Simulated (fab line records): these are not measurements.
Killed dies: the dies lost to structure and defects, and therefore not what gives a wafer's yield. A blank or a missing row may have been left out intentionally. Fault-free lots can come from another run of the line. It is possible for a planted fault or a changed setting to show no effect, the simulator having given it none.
What tool caused it? | flow berkeleyCmos170 | 14 lots, 42 wafers sampled, at 5 steps of a route of 331

## WHAT EACH GAUGE READ, for each wafer
UCB170_ACTIVE_CD_MEAS_90: target cd 1200 nm. Usual: cdNm reads 1200.3 nm (standard deviation 1.5).
lot  | measured    | on       | cdNm (nm)            | flag
L449 | day 4 19:48 | cdSem-01 | 1199.9 1200.1 1200.8 | 
L450 | day 4 19:55 | cdSem-01 | 1200.4 1199.2 1199.9 | 
L454 | day 5 09:29 | cdSem-01 | 1200.3 1200.2 1200.7 | 
L455 | day 5 14:07 | cdSem-02 | 1202.3 1201.6 1202.3 | 
L457 | day 5 23:17 | cdSem-01 | 1203.7 1202.5 1203.3 | 
L459 | day 6 14:29 | cdSem-02 | 1198.3 1199.0 1198.9 | 
L458 | day 6 14:46 | cdSem-01 | 1199.3 1197.8 1198.3 | 
L462 | day 7 03:23 | cdSem-01 | 1200.4 1200.4 1200.5 | 
L461 | day 7 03:41 | cdSem-02 | 1201.0 1200.3 1200.4 | 
L464 | day 7 11:13 | cdSem-01 | 1202.0 1201.6 1201.8 | 
L465 | day 7 11:13 | cdSem-02 | 1200.2 1199.0 1197.8 | 
L466 | day 7 16:49 | cdSem-01 | 1199.0 1199.9 1198.9 | 
L471 | day 8 18:47 | cdSem-02 | 1201.2 1202.2 1201.1 | 
L472 | day 9 04:44 | cdSem-01 | 1199.5 1199.4 1199.4 | 

UCB170_FIELD_THK_MEAS_90. Usual: FIELD_OXIDE_LEFT_1_THK gives 441 nm (standard deviation 13).
lot  | measured    | on           | FIELD_OXIDE_LEFT_1_THK (nm) | flag
L449 | day 5 09:05 | filmMetro-02 | 420 423 416                 | 
L450 | day 5 09:09 | filmMetro-02 | 419 421 427                 | 
L454 | day 6 02:12 | filmMetro-03 | 449 443 451                 | 
L455 | day 6 06:34 | filmMetro-04 | 431 425 425                 | 
L457 | day 6 14:30 | filmMetro-02 | 426 418 426                 | 
L459 | day 7 04:40 | filmMetro-03 | 455 448 446                 | 
L458 | day 7 04:40 | filmMetro-02 | 464 459 464                 | 
L462 | day 7 18:26 | filmMetro-02 | 441 445 428                 | 
L461 | day 7 18:27 | filmMetro-03 | 436 434 438                 | 
L464 | day 8 00:37 | filmMetro-03 | 425 439 440                 | 
L465 | day 8 00:38 | filmMetro-02 | 460 453 449                 | 
L466 | day 8 11:07 | filmMetro-03 | 427 434 433                 | 
L471 | day 9 10:31 | filmMetro-02 | 462 453 456                 | 
L472 | day 9 22:23 | filmMetro-04 | 471 465 464                 | 

UCB170_PVT_OVL_MEAS_06. Usual: PVT_OVL gives 0 nm (standard deviation 4.3).
lot  | measured     | on         | PVT_OVL (nm) | flag
L449 | day 5 21:56  | overlay-02 | 0 2 -8       | 
L450 | day 5 21:35  | overlay-02 | -2 -9 0      | 
L454 | day 6 20:15  | overlay-02 | -4 1 0       | 
L455 | day 6 20:01  | overlay-01 | 1 2 -1       | 
L457 | day 7 04:56  | overlay-02 | -2 10 3      | 
L459 | day 7 17:58  | overlay-02 | -4 9 0       | 
L458 | day 7 16:59  | overlay-02 | -3 0 -4      | 
L462 | day 8 12:53  | overlay-01 | - - -        | OFF
L461 | day 8 12:46  | overlay-02 | - - -        | OFF
L464 | day 8 17:20  | overlay-01 | 6 7 3        | 
L465 | day 8 18:01  | overlay-01 | 0 -1 0       | 
L466 | day 9 06:53  | overlay-02 | -4 -4 -5     | 
L471 | day 10 05:25 | overlay-02 | 5 2 -5       | 
L472 | day 10 11:41 | overlay-02 | -1 11 -2     | 

UCB170_PVT_TW_MEAS_09. Usual: PVT_TW gives 509.0 (standard deviation 2.8).
lot  | measured     | on           | PVT_TW            | flag
L449 | day 5 22:13  | filmMetro-04 | 506.2 505.1 505.1 | 
L450 | day 5 21:52  | filmMetro-02 | 509.0 512.7 510.1 | 
L454 | day 6 20:32  | filmMetro-04 | 503.9 503.6 505.1 | 
L455 | day 6 20:19  | filmMetro-03 | 511.6 510.5 509.0 | 
L457 | day 7 05:13  | filmMetro-04 | 505.3 504.5 504.0 | 
L459 | day 7 18:16  | filmMetro-03 | 509.4 506.8 505.8 | 
L458 | day 7 17:17  | filmMetro-03 | 509.5 509.2 508.0 | 
L462 | day 8 13:10  | filmMetro-03 | 512.7 512.1 511.1 | 
L461 | day 8 13:04  | filmMetro-02 | 509.4 513.4 511.2 | 
L464 | day 8 17:38  | filmMetro-03 | 509.5 511.5 508.5 | 
L465 | day 8 18:19  | filmMetro-03 | 512.7 511.3 512.2 | 
L466 | day 9 07:10  | filmMetro-03 | 507.5 508.4 509.2 | 
L471 | day 10 05:42 | filmMetro-02 | 510.1 510.2 510.1 | 
L472 | day 10 11:58 | filmMetro-03 | 506.1 511.0 512.0 | 

## WHAT TOOL EACH LOT RAN ON (gives the tool, then ch and the chambers of the sampled wafers, and finally the start)
lot  | UCB170_PVT_COAT_01
L449 | lithoTrack-02 ch 0, day 5 21:07
L450 | lithoTrack-04 ch 0, day 5 20:46
L454 | lithoTrack-03 ch 0, day 6 19:22
L455 | lithoTrack-02 ch 0, day 6 19:22
L457 | lithoTrack-03 ch 0, day 7 03:56
L459 | lithoTrack-03 ch 0, day 7 16:38
L458 | lithoTrack-02 ch 0, day 7 16:12
L462 | lithoTrack-02, day 8 12:10
L461 | lithoTrack-03, day 8 11:54
L464 | lithoTrack-02 ch 0, day 8 16:39
L465 | lithoTrack-02 ch 0, day 8 17:22
L466 | lithoTrack-03 ch 0, day 9 05:46
L471 | lithoTrack-02 ch 0, day 10 04:37
L472 | lithoTrack-04 ch 0, day 10 10:49
- UCB170_PVT_COAT_01: resist thk 900 nm.

## AS READ BY THE TOOLS THEMSELVES (means over the sampled wafers that have a number; for cases with no such wafer, the mark the record gives instead)
UCB170_PVT_COAT_01. Usual: chillPlateTempC 22.98 C, standard deviation 0.12; dispensePressureKPa 52 kPa, standard deviation 3.8.
lot  | tool          | chillPlateTempC (C) | dispensePressureKPa (kPa) | flag
L449 | lithoTrack-02 | 22.96               | 48                        | 
L450 | lithoTrack-04 | 22.93               | 53                        | 
L454 | lithoTrack-03 | 22.94               | 56                        | 
L455 | lithoTrack-02 | 23.13               | 48                        | 
L457 | lithoTrack-03 | 22.98               | 56                        | 
L459 | lithoTrack-03 | 22.92               | 56                        | 
L458 | lithoTrack-02 | 22.94               | 48                        | 
L462 | lithoTrack-02 | -                   | -                         | OFF
L461 | lithoTrack-03 | -                   | -                         | OFF
L464 | lithoTrack-02 | 23.08               | 48                        | 
L465 | lithoTrack-02 | 23.07               | 48                        | 
L466 | lithoTrack-03 | 23.09               | 56                        | 
L471 | lithoTrack-02 | 22.99               | 48                        | 
L472 | lithoTrack-04 | 22.90               | 53                        | 

## THE ANSWER, worked out from the rows above alone
Rule: lot off if the mean of its wafers having a number is beyond 3 standard deviations from the usual mean. A lot without any number at a reading at which 4 lots or more have one is off too. Where the step has rows for the other lots, those lots are counted as sound. After the gauges, taken in route order, come the tools' own readings; for these a lot's mean is taken, as printed above. At the first step where some lot is off, the reading lying furthest off is the one used; lots without a number count as furthest.
Off: at UCB170_PVT_OVL_MEAS_06 (PVT_OVL), L462, L461. Without a number there: L462, L461.
If a tool, at a process step before that reading, ran all the lots that are off and no sound lot after the first of them, it fits. The gauges at UCB170_PVT_OVL_MEAS_06 aren't tried: what is off there is off at UCB170_PVT_COAT_01 too, on other tools, and a gauge's error can't cause that. Not one of the candidates tried fits.

## WHAT THE SIMULATOR HAD INSERTED
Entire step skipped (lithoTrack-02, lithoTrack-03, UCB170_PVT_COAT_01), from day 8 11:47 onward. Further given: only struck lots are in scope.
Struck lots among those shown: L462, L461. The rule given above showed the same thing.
